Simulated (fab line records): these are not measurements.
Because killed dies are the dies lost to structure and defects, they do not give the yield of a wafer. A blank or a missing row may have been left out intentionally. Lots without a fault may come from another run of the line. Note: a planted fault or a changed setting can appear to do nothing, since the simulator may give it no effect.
Which of the tools did it? ; flow rit cmos ; 13 lots with 39 wafers sampled at 3 steps, on a route of 202 steps

## WHAT THE GAUGES SHOWED, per wafer
RIT_M1_RS_MEAS_01: measurement is done with a four-point probe. Usual: M1_AL_RS gives 0.0735 ohm/sq (standard deviation 0.00072).
lot;measured;on;M1_AL_RS (ohm/sq);flag
L361;day 3 14:41;film metro-01;0.0737 0.0736 0.0731;
L362;day 3 21:47;film metro-02;0.0749 0.0751 0.0744;
L363;day 3 23:13;film metro-02;0.0739 0.0736 0.0733;
L367;day 4 17:23;film metro-02;0.0734 0.0722 0.0742;
L370;day 5 11:47;film metro-02;0.0466 0.0744 0.0733;OFF
L371;day 5 15:56;film metro-04;0.0742 0.0723 0.0736;
L374;day 6 12:01;film metro-02;0.0743 0.0732 0.0734;
L376;day 7 00:29;film metro-04;0.0739 0.0736 0.0736;
L378;day 7 04:44;film metro-01;0.0743 0.0725 0.0740;
L380;day 7 18:37;film metro-02;0.0735 0.0745 0.0733;
L381;day 7 22:53;film metro-02;0.0736 0.0746 0.0741;
L382;day 8 02:53;film metro-04;0.0749 0.0727 0.0743;
L383;day 8 07:10;film metro-02;0.0730 0.0722 0.0735;

RIT_M1_THK_MEAS_02: measures by xrf. Usual: M1_AL_THK gives 398 nm (standard deviation 4.2).
lot;measured;on;M1_AL_THK (nm);flag
L361;day 3 14:49;film metro-01;397 397 400;
L362;day 3 21:53;film metro-02;393 392 393;
L363;day 3 23:19;film metro-02;395 399 399;
L367;day 4 17:30;film metro-02;394 404 391;
L370;day 5 11:55;film metro-02;625 394 398;OFF
L371;day 5 16:03;film metro-04;393 404 398;
L374;day 6 12:08;film metro-02;397 403 396;
L376;day 7 00:37;film metro-04;393 396 397;
L378;day 7 04:50;film metro-01;394 405 394;
L380;day 7 18:44;film metro-02;398 393 401;
L381;day 7 23:00;film metro-02;398 391 394;
L382;day 8 03:01;film metro-04;392 402 394;
L383;day 8 07:17;film metro-02;401 405 397;

## TOOL THAT RAN EACH LOT (tool first, then ch and the chambers of the sampled wafers, then the start)
lot;RIT_M1_SPUTTER_00
L361;pvd sputter-01, day 3 14:23
L362;pvd sputter-02, day 3 21:27
L363;pvd sputter-01, day 3 22:53
L367;pvd sputter-03, day 4 17:05
L370;pvd sputter-01, day 5 11:29
L371;pvd sputter-02, day 5 15:38
L374;pvd sputter-02, day 6 11:44
L376;pvd sputter-02, day 7 00:12
L378;pvd sputter-03, day 7 04:25
L380;pvd sputter-03, day 7 18:20
L381;pvd sputter-02, day 7 22:35
L382;pvd sputter-03, day 8 02:35
L383;pvd sputter-02, day 8 06:53
- RIT_M1_SPUTTER_00: material Al, target thk 400 nm, time 500 s.

## WHAT THE TOOLS THEMSELVES READ (means of the sampled wafers that have a number; where no wafer has one, the mark that the record gives instead)
RIT_M1_SPUTTER_00. Usual: 29.7 % for throttle valve pct, sd 0.97.
lot;tool;throttle valve pct (%);flag
L361;pvd sputter-01;29.9;
L362;pvd sputter-02;30.1;
L363;pvd sputter-01;29.7;
L367;pvd sputter-03;29.1;
L370;pvd sputter-01;30.2;
L371;pvd sputter-02;29.6;
L374;pvd sputter-02;29.5;
L376;pvd sputter-02;30.8;
L378;pvd sputter-03;28.5;
L380;pvd sputter-03;29.3;
L381;pvd sputter-02;29.6;
L382;pvd sputter-03;28.5;
L383;pvd sputter-02;29.7;

## THE ANSWER, worked out from the rows above alone
Rule: take the mean of a lot's wafers that have a number; if it is more than 3 standard deviations from the usual mean, the lot is off. Also off: a lot with no number at a reading for which 4 or more lots have one. Where the step has rows for the other lots, those lots are counted as sound. After the gauges, taken in route order, come the tools' own readings; for these a lot's mean is taken, as printed above. The first step at which some lot is off is used, and at that step the reading that is off furthest; a lot without a number counts as furthest.
Off: L370, seen at RIT_M1_RS_MEAS_01 (M1_AL_RS).
If a tool, at a process step before that reading, ran all the lots that are off and no sound lot after the first of them, it fits. Those tools and the gauges at RIT_M1_RS_MEAS_01 are tried in the same way. One fits: RIT_M1_SPUTTER_00 on pvd sputter-01. A fault onset in the window from L363 (day 3 22:53, its last sound lot) to L370 (day 5 11:29, its first lot off) fits.

## WHAT THE SIMULATOR PUT IN
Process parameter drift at RIT_M1_SPUTTER_00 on pvd sputter-01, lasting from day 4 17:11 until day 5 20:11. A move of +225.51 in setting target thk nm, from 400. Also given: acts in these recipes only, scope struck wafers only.
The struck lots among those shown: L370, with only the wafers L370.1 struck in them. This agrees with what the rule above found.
